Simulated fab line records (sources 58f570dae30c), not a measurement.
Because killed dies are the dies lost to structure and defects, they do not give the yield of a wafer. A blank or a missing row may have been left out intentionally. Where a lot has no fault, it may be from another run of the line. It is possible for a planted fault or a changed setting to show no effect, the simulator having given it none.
Split-lot study + flow berkeley-cmos170 + route with 331 steps; 5 lots, 23 wafers read

## ABOUT THE SPLIT
At UCB170_V1_ETCH_14 (etches SiO2 in CHF3/CF4/Ar, stops on Al, target depth 1250 nm, time 291 s), the setting over-etch-frac was moved away from the recipe's 0.25 on 4 of the 23 wafers read, by -29.6% to +16.7%. This setting was run at the recipe's value on the other wafers.

The split's own step is where the reading is taken.

## THE READING
KrF_of_V1_COAT_07.thk-nm (the simulator's own value, which no gauge read), in nm, at UCB170_V1_ETCH_14 (etches SiO2 in CHF3/CF4/Ar, stops on Al, target depth 1250 nm, time 291 s). There is no usual value for it anywhere in the file. Here, 19 wafers ran the recipe; their average is 612.2 nm with a standard deviation of 2.3 nm.

| wafer  | tool, chamber at the split | over-etch-frac as run | against the recipe | KrF_of_V1_COAT_07.thk-nm, nm | against lot-mates on the recipe |
|--------|----------------------------|-----------------------|--------------------|------------------------------|---------------------------------|
| L076.1 | rie-diel-02, 3             | 0.25                  | recipe             | 610.9                        | -                               |
| L076.2 | rie-diel-02, 0             | 0.25                  | recipe             | 612.6                        | -                               |
| L076.3 | rie-diel-02, 2             | 0.25                  | recipe             | 612.4                        | -                               |
| L076.5 | rie-diel-02, 0             | 0.25                  | recipe             | 612.3                        | -                               |
| L076.6 | rie-diel-02, 3             | 0.25                  | recipe             | 612.2                        | -                               |
| L079.2 | rie-diel-04, 1             | 0.25                  | recipe             | 609.6                        | -                               |
| L079.3 | rie-diel-04, 2             | 0.25                  | recipe             | 612.7                        | -                               |
| L079.5 | rie-diel-04, 3             | 0.25                  | recipe             | 612.3                        | -                               |
| L080.1 | rie-diel-03, 3             | 0.25                  | recipe             | 614.1                        | -                               |
| L080.2 | rie-diel-03, 2             | 0.25                  | recipe             | 612.6                        | -                               |
| L080.3 | rie-diel-03, 0             | 0.25                  | recipe             | 609                          | -                               |
| L080.5 | rie-diel-03, 2             | 0.25                  | recipe             | 610.1                        | -                               |
| L080.6 | rie-diel-03, 3             | 0.25                  | recipe             | 614.6                        | -                               |
| L082.1 | rie-diel-02, 0             | 0.1759                | -29.6%             | 630.4                        | +14.6                           |
| L082.2 | rie-diel-02, 1             | 0.1759                | -29.6%             | 627.8                        | +12.0                           |
| L082.3 | rie-diel-02, 3             | 0.25                  | recipe             | 615.3                        | -                               |
| L082.4 | rie-diel-02, 2             | 0.25                  | recipe             | 615.5                        | -                               |
| L082.5 | rie-diel-02, 3             | 0.25                  | recipe             | 616.6                        | -                               |
| L084.2 | rie-diel-02, 2             | 0.25                  | recipe             | 607.7                        | -                               |
| L084.3 | rie-diel-02, 3             | 0.25                  | recipe             | 611.7                        | -                               |
| L084.4 | rie-diel-02, 1             | 0.25                  | recipe             | 609.2                        | -                               |
| L084.5 | rie-diel-02, 3             | 0.2917                | +16.7%             | 599.2                        | -10.3                           |
| L084.6 | rie-diel-02, 2             | 0.2917                | +16.7%             | 597.4                        | -12.1                           |

THE FIT
A straight line over all 23 wafers: KrF_of_V1_COAT_07.thk-nm changes by -0.639 nm for each +1% of over-etch-frac; r = -0.94; the points scatter about the line by 2.5 nm.
The same after taking each lot's own level away (the mean of its wafers on the recipe; 23 wafers): -0.507 nm for each +1%; r = -0.95; scatter 1.7 nm.
The reading moves by 15 nm for the largest change in over-etch-frac, on that fit.
The span of the lots' own levels, 609.53 to 615.80 nm, comes to 2.7 times the standard deviation stated above.
Hence the slope depends on the lot-to-lot level, as the two fits are not the same.
Check: for one of the wafers moved furthest among these (-29.6%), held out of the fit, the line's prediction against its lot-mates is +14.7 nm. It came out at +14.6 nm against them.

## THE WHOLE CHAIN: every reading that the file lists as answering this split, in the file's order
| step               | what it does                                                              | reading                                                                   | change (the file's fit)               | r (the file's) |
|--------------------|---------------------------------------------------------------------------|---------------------------------------------------------------------------|---------------------------------------|----------------|
| UCB170_V1_ETCH_14  | etches SiO2 in CHF3/CF4/Ar, stops on Al, target depth 1250 nm, time 291 s | KrF_of_V1_COAT_07.thk-nm (the simulator's own value, which no gauge read) | -0.502 nm for each +1% of the setting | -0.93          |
| UCB170_V1_STRIP_15 | strips in O2                                                              | strip-time-to-endpoint-s                                                  | withheld for each +1% of the setting  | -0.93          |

## FILE'S OWN FIT
KrF_of_V1_COAT_07.thk-nm changes by -0.502 nm for each +1% of over-etch-frac, r = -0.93.
